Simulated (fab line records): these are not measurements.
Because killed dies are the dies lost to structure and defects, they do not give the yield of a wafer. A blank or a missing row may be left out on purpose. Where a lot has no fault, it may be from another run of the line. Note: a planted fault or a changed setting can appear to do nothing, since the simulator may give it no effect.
Chamber matching    flow berkeley_cmos170    4 sister chambers for UCB170_V2_CMP_02 on cmp-01
The step polishes SiO2. 8 wafers are shown with their chamber, then 7 later ones without.

EACH WAFER AND ITS CHAMBER
wafer   chamber  motor_current_A (A)  edge_zone_pressure_frac
L186.3  3        17.5                 1.000
L186.5  3        18.3                 1.000
L191.3  2        15.4                 0.997
L191.5  1        14.9                 0.995
L193.1  1        16.5                 0.995
L193.3  0        13.3                 1.005
L201.1  2        15.4                 0.999
L201.3  0        14.7                 0.998

WAFERS WHOSE CHAMBER IS MISSING
wafer   motor_current_A (A)  edge_zone_pressure_frac
L201.6  17.8                 1.000
L203.1  15.7                 0.999
L203.4  14.3                 1.002
L203.5  15.5                 0.987
L208.2  15.6                 1.002
L208.3  15.1                 0.997
L208.4  13.9                 0.996

CHAMBER TAKEN BY EACH
wafer   from the rows above                in truth
L201.6  3                                  3
L203.1  can't be placed: 2 or 1 or 0       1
L203.4  can't be placed: 0 or 2            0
L203.5  can't be placed: 1 or 2            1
L208.2  can't be placed: 2 or 0 or 1 or 3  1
L208.3  can't be placed: 2 or 1 or 0       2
L208.4  can't be placed: 2 or 0 or 1       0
Correctly placed: 1 of 7. These rows do not allow placing 6 (true chamber among the candidates in 6). Number placed wrongly: 0.
How it was worked out, from the rows above alone: a wafer's distance from a chamber is the root of the sum, over the readings, of the square of ((its reading less the chamber's mean) divided by the reading's scatter). The wafer belongs to the nearest chamber; if the next one is less than 2 further off, it can't be placed. The mean given for a chamber averages the wafers shown for that chamber. The scatter: take each reading less its chamber's mean, square it, sum over the shown wafers, divide by the number of wafers less the number of chambers, and take the root.
